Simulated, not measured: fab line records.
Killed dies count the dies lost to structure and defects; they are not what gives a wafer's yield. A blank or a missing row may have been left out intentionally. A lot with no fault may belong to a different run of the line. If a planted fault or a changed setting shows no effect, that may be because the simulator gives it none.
8D (eight disciplines) problem report, filled in by code	flow rit-cmos	the parts of the form that need people (team, actions taken, sign-off) are left out

== 1. THE ISSUE ==
Mean SPACER_NITRIDE_THK at RIT_SPACER_THK_MEAS_04: 167.6 nm over 9 wafers in 3 lots; fault-free wafers: 251.7 nm, standard deviation 1.9. That puts it -44 standard deviations away from the usual mean.
First observed at day 5 18:04: wafer L403.1, on film-metro-02. Wafers with a number at this step in the record: 45, from 15 lots. By rule, "out" or "out of limits" means more than 4 standard deviations away from the usual mean. All remaining wafers that have a number are taken as sound.

== 2. WHAT IT IS, AND WHAT IT ISN'T ==
question	is	is not
which readings at this step	SPACER_NITRIDE_THK	-
which lots	L403, L405, L407	L391, L392, L393, L394, L395, L397, L398, L399, L400, L401, L410, L412
which wafers of those lots	all that have a number	-
read on which gauges	film-metro-01, film-metro-02, film-metro-03	-
when	from day 5 18:04	up to then (30 sound wafers); but 6 sound wafers of L410, L412 came after

== 3. THE SUSPECTS, EACH WITH WHAT RULES IT OUT ==
Counting: a tool at a process step up to the reading stays a suspect if it ran every lot that is out and no sound lot after the first of them.
- ruled out: the gauge at RIT_SPACER_THK_MEAS_04. 3 gauges (film-metro-01, film-metro-02, film-metro-03) read the wafers that are out.
- lpcvd-02 at RIT_SPACER_CVD_03 (deposits Si3N4 from SiH2Cl2/NH3, target thk 250 nm, time 3300 s): kept. All lots that are out passed through it, beginning with L403 at day 5 16:09, and no sound lot followed; its final sound lot before that point was L400 at day 5 03:50.
Left after counting: lpcvd-02 at RIT_SPACER_CVD_03.

== 4. THE CAUSE (what the simulator had put in) ==
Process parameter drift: lpcvd-02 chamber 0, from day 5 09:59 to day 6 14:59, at RIT_SPACER_CVD_03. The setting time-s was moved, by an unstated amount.
After counting, this tool was the only one left.

== 5. SEQUENCE OF EFFECTS, ordered by route ==
Rows list readings where the struck wafers' mean (over those with a number) sits beyond 3 standard deviations from the usual. Only readings for which the record gives a usual standard deviation are gone through. hours: the time from each lot's start at the first step in this table that gives one to its start at this step, as a median over the lots. sigmas: the change in usual standard deviations.
hours	step	reading	usual	on struck wafers	change	sigmas
0	RIT_SPACER_THK_MEAS_04	SPACER_NITRIDE_THK	251.7 nm	167.6	-84.1	-44
0	RIT_SPACER_ETCHBACK_05	oes-product-au	0.849 a.u.	0.647	-0.202	-18
Its process steps:
- RIT_SPACER_ETCHBACK_05: etches Si3N4 in SF6/CHF3, stops on SiO2, target depth 250 nm, time 240 s.

== 6. HOW IT WOULD HAVE BEEN CAUGHT EARLIER ==
In this record the first reading out of limits at a measuring or inspecting step was taken at day 5 18:04, 8 hours after the fault began at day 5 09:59.
Tool readings at RIT_SPACER_CVD_03 with a usual standard deviation given in the record: none out on any struck wafer, hence no alarm at a limit of 4 standard deviations on them.
Lots out: 3; of these, L405, L407 started RIT_SPACER_CVD_03 on lpcvd-02 after day 5 18:04. A hold on the tool at that time would have spared those 2.
